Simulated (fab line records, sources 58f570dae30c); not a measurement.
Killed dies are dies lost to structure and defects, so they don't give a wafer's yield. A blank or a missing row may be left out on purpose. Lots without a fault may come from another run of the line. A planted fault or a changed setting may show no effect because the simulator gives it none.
Which tool did it? | flow berkeley_cmos170 | 14 lots, 42 wafers sampled, at 7 steps of a route of 331

WHAT THE GAUGES READ, wafer by wafer
UCB170_NSD_TW_MEAS_10. Usual: NSD_TW 4196, standard deviation 44.
lot  | measured     | on            | NSD_TW         | flag
L600 | day 7 02:44  | film_metro-04 | 4127 4092 4083 |
L603 | day 7 12:23  | film_metro-01 | 4223 4224 4220 |
L602 | day 7 12:10  | film_metro-04 | 4093 4111 4127 |
L604 | day 7 12:40  | film_metro-01 | 4194 4220 4208 |
L606 | day 8 05:39  | film_metro-03 | 4192 4207 4188 |
L609 | day 8 20:25  | film_metro-01 | 4252 4247 4218 |
L608 | day 8 20:40  | film_metro-01 | 4244 4237 4235 |
L610 | day 9 07:46  | film_metro-04 | 29 29 29       | OFF
L611 | day 9 07:57  | film_metro-03 | 30 30 30       | OFF
L614 | day 10 09:45 | film_metro-01 | 4266 4262 4242 |
L617 | day 10 20:57 | film_metro-03 | 4171 4172 4212 |
L618 | day 10 21:00 | film_metro-01 | 4235 4214 4260 |
L619 | day 11 06:40 | film_metro-03 | 4197 4177 4176 |
L620 | day 11 21:16 | film_metro-03 | 4165 4188 4197 |

UCB170_SDANNEAL_RS_MEAS_03: measures by four-point-probe. Usual: NSD_RS 37.23 ohm/sq, standard deviation 0.099.
lot  | measured     | on            | NSD_RS (ohm/sq)      | flag
L600 | day 7 04:17  | film_metro-04 | 37.39 37.43 37.37    |
L603 | day 7 13:46  | film_metro-03 | 37.17 37.24 37.21    |
L602 | day 7 13:23  | film_metro-04 | 37.27 37.20 37.31    |
L604 | day 7 13:58  | film_metro-04 | 37.13 37.19 37.17    |
L606 | day 8 07:01  | film_metro-01 | 37.17 37.27 37.20    |
L609 | day 8 21:47  | film_metro-03 | 37.14 37.18 37.22    |
L608 | day 8 22:03  | film_metro-04 | 37.41 37.35 37.32    |
L610 | day 9 09:20  | film_metro-01 | 132.80 132.66 132.64 | OFF
L611 | day 9 09:12  | film_metro-04 | 133.11 132.90 132.82 | OFF
L614 | day 10 11:06 | film_metro-01 | 37.17 37.32 37.14    |
L617 | day 10 22:17 | film_metro-03 | 37.24 37.25 37.23    |
L618 | day 10 22:38 | film_metro-01 | 37.25 37.25 37.27    |
L619 | day 11 07:53 | film_metro-04 | 37.38 37.37 37.34    |
L620 | day 11 22:31 | film_metro-03 | 37.25 37.17 37.17    |

UCB170_V1_THK_MEAS_04. Usual: V1_POLISHED_THK 999.8 nm, standard deviation 1.2.
lot  | measured     | on            | V1_POLISHED_THK (nm) | flag
L600 | day 7 19:50  | film_metro-04 | 1002.2 1001.9 1001.4 |
L603 | day 8 03:09  | film_metro-04 | 1000.3 998.6 999.5   |
L602 | day 8 02:51  | film_metro-03 | 998.4 998.5 999.1    |
L604 | day 8 03:09  | film_metro-03 | 998.1 997.9 998.8    |
L606 | day 8 20:26  | film_metro-03 | 1001.1 1001.5 1000.0 |
L609 | day 9 13:18  | film_metro-02 | 999.6 999.4 1000.0   |
L608 | day 9 13:19  | film_metro-03 | 998.2 1000.5 998.4   |
L614 | day 11 00:49 | film_metro-02 | 1000.5 999.9 999.8   |
L617 | day 11 09:19 | film_metro-04 | 1000.3 1001.8 998.1  |
L618 | day 11 09:29 | film_metro-02 | 1001.5 999.4 1002.2  |
L619 | day 11 21:32 | film_metro-02 | 999.0 998.8 1000.0   |
L620 | day 12 11:29 | film_metro-02 | 1001.7 1002.0 1001.3 |

UCB170_M3_BOW_MEAS_20. Usual: M3_BOW 36 um, standard deviation 7.1.
lot  | measured     | on            | M3_BOW (um) | flag
L600 | day 8 06:34  | film_metro-03 | 34 32 26    |
L603 | day 8 14:16  | film_metro-03 | 34 42 31    |
L602 | day 8 13:06  | film_metro-04 | 30 35 36    |
L604 | day 8 13:58  | film_metro-04 | 43 36 40    |
L606 | day 9 08:25  | film_metro-03 | 31 26 36    |
L609 | day 10 04:59 | film_metro-01 | 41 52 57    |
L608 | day 10 02:28 | film_metro-01 | 25 46 32    |
L614 | day 11 12:05 | film_metro-01 | 43 35 42    |
L617 | day 11 19:20 | film_metro-03 | 36 41 43    |
L618 | day 11 20:10 | film_metro-01 | 49 25 41    |
L619 | day 12 07:05 | film_metro-03 | 40 37 41    |
L620 | day 13 00:16 | film_metro-03 | 41 27 24    |

WHICH TOOL RAN EACH LOT (tool, then ch and the chambers of the sampled wafers, then the start)
lot  | UCB170_PSD_STRIP_09                  | UCB170_NSD_IMPLANT_08           | UCB170_NSD_STRIP_09
L600 | plasma_asher-01 ch 0,1, day 7 00:58  | implanter-02 ch 0, day 7 02:29  | plasma_asher-03 ch 0, day 7 02:38
L603 | plasma_asher-04 ch 0,1, day 7 09:49  | implanter-01 ch 0, day 7 12:08  | plasma_asher-04 ch 0,1, day 7 12:17
L602 | plasma_asher-01 ch 0,1, day 7 10:00  | implanter-02 ch 0, day 7 11:55  | plasma_asher-02 ch 0,1, day 7 12:04
L604 | plasma_asher-04 ch 0,1, day 7 10:25  | implanter-02 ch 0, day 7 12:25  | plasma_asher-03 ch 0,1, day 7 12:34
L606 | plasma_asher-04 ch 0,1, day 8 03:11  | implanter-03 ch 0, day 8 05:24  | plasma_asher-02 ch 0,1, day 8 05:33
L609 | plasma_asher-01 ch 0,1, day 8 18:39  | implanter-03 ch 0, day 8 20:10  | plasma_asher-02 ch 0,1, day 8 20:19
L608 | plasma_asher-04 ch 0,1, day 8 18:46  | implanter-02 ch 0, day 8 20:26  | plasma_asher-02 ch 0,1, day 8 20:34
L610 | plasma_asher-02 ch 0,1, day 9 06:05  | implanter-02, day 9 07:32       | plasma_asher-04 ch 0,1, day 9 07:40
L611 | plasma_asher-01 ch 0,1, day 9 06:13  | implanter-03, day 9 07:43       | plasma_asher-03 ch 0,1, day 9 07:50
L614 | plasma_asher-02 ch 0,1, day 10 05:15 | implanter-02 ch 0, day 10 09:30 | plasma_asher-02 ch 0,1, day 10 09:39
L617 | plasma_asher-02 ch 1, day 10 17:03   | implanter-01 ch 0, day 10 20:37 | plasma_asher-04 ch 0,1, day 10 20:44
L618 | plasma_asher-04 ch 0,1, day 10 17:20 | implanter-03 ch 0, day 10 20:45 | plasma_asher-02 ch 0,1, day 10 20:53
L619 | plasma_asher-04 ch 0,1, day 11 01:43 | implanter-03 ch 0, day 11 06:25 | plasma_asher-04 ch 0,1, day 11 06:34
L620 | plasma_asher-02 ch 0,1, day 11 19:28 | implanter-02 ch 0, day 11 21:01 | plasma_asher-04 ch 0,1, day 11 21:10
- UCB170_PSD_STRIP_09: strips in O2.
- UCB170_NSD_IMPLANT_08
- UCB170_NSD_STRIP_09: strips in O2.

WHAT THE TOOLS THEMSELVES READ (means of the sampled wafers that have a number; where no wafer has one, the mark that the record gives instead)
UCB170_PSD_STRIP_09. Usual: drypump_motor_current_A 5.7 A, standard deviation 0.59; oes_product_au 0.600 a.u., standard deviation 0.0044; strip_time_to_endpoint_s 29.42 s, standard deviation 0.069.
lot  | tool            | drypump_motor_current_A (A) | oes_product_au (a.u.) | strip_time_to_endpoint_s (s) | flag
L600 | plasma_asher-01 | 6.1                         | 0.599                 | 29.45                        |
L603 | plasma_asher-04 | 5.1                         | 0.598                 | 29.50                        |
L602 | plasma_asher-01 | 5.7                         | 0.600                 | 29.33                        |
L604 | plasma_asher-04 | 5.2                         | 0.597                 | 29.37                        |
L606 | plasma_asher-04 | 5.1                         | 0.598                 | 29.40                        |
L609 | plasma_asher-01 | 5.7                         | 0.603                 | 29.41                        |
L608 | plasma_asher-04 | 5.1                         | 0.600                 | 29.49                        |
L610 | plasma_asher-02 | 6.2                         | 0.598                 | 29.44                        |
L611 | plasma_asher-01 | 6.1                         | 0.600                 | 29.33                        |
L614 | plasma_asher-02 | 6.2                         | 0.598                 | 29.41                        |
L617 | plasma_asher-02 | 5.8                         | 0.596                 | 29.45                        |
L618 | plasma_asher-04 | 5.2                         | 0.603                 | 29.36                        |
L619 | plasma_asher-04 | 5.1                         | 0.604                 | 29.30                        |
L620 | plasma_asher-02 | 6.2                         | 0.606                 | 29.42                        |

UCB170_NSD_IMPLANT_08. Usual: beam_energy_keV 40.002, standard deviation 0.012; beam_on_s 9.97 s, standard deviation 0.21.
lot  | tool         | beam_energy_keV | beam_on_s (s) | flag
L600 | implanter-02 | 40.001          | 9.94          |
L603 | implanter-01 | 39.999          | 9.94          |
L602 | implanter-02 | 39.985          | 10.10         |
L604 | implanter-02 | 40.003          | 9.92          |
L606 | implanter-03 | 39.995          | 9.90          |
L609 | implanter-03 | 40.001          | 9.68          |
L608 | implanter-02 | 40.011          | 9.97          |
L610 | implanter-02 | -               | -             | OFF
L611 | implanter-03 | -               | -             | OFF
L614 | implanter-02 | 39.990          | 10.03         |
L617 | implanter-01 | 39.988          | 9.85          |
L618 | implanter-03 | 40.026          | 10.21         |
L619 | implanter-03 | 39.995          | 10.02         |
L620 | implanter-02 | 40.001          | 9.76          |

UCB170_NSD_STRIP_09. Usual: drypump_motor_current_A 5.6 A, standard deviation 0.46; oes_product_au 0.534 a.u., standard deviation 0.0044; strip_time_to_endpoint_s 35.86 s, standard deviation 0.099.
lot  | tool            | drypump_motor_current_A (A) | oes_product_au (a.u.) | strip_time_to_endpoint_s (s) | flag
L600 | plasma_asher-03 | 5.6                         | 0.534                 | 35.68                        |
L603 | plasma_asher-04 | 5.2                         | 0.532                 | 35.99                        |
L602 | plasma_asher-02 | 6.1                         | 0.533                 | 35.76                        |
L604 | plasma_asher-03 | 5.6                         | 0.538                 | 35.72                        |
L606 | plasma_asher-02 | 6.2                         | 0.534                 | 35.76                        |
L609 | plasma_asher-02 | 6.0                         | 0.534                 | 35.93                        |
L608 | plasma_asher-02 | 6.0                         | 0.534                 | 35.69                        |
L610 | plasma_asher-04 | 5.1                         | 0.732                 | 21.73                        | OFF
L611 | plasma_asher-03 | 5.6                         | 0.734                 | 21.68                        | OFF
L614 | plasma_asher-02 | 6.0                         | 0.536                 | 35.83                        |
L617 | plasma_asher-04 | 5.2                         | 0.534                 | 35.91                        |
L618 | plasma_asher-02 | 6.0                         | 0.536                 | 35.93                        |
L619 | plasma_asher-04 | 5.2                         | 0.533                 | 35.78                        |
L620 | plasma_asher-04 | 5.2                         | 0.538                 | 35.87                        |

THE ANSWER, worked out from the rows above alone
Rule: a lot is off if the mean of its wafers that have a number lies more than 3 standard deviations from the usual mean. A lot without any number at a reading at which 4 lots or more have one is off too. The other lots that the step has rows for count as sound. The gauges are gone through in route order, then the tools' own readings, and for those a lot's mean is taken as printed above. The first step at which some lot is off is used, and at that step the reading that is off furthest; a lot without a number counts as furthest.
Off: L610, L611, at UCB170_NSD_TW_MEAS_10 (NSD_TW).
A tool fits if, at a process step before that reading, it ran every lot that is off, and no sound lot after the first of them. The gauges at UCB170_NSD_TW_MEAS_10 aren't tried: what is off there is off at UCB170_NSD_IMPLANT_08 too, on other tools, and a gauge's error can't cause that. None of those tried fits.

WHAT THE SIMULATOR HAD PUT IN
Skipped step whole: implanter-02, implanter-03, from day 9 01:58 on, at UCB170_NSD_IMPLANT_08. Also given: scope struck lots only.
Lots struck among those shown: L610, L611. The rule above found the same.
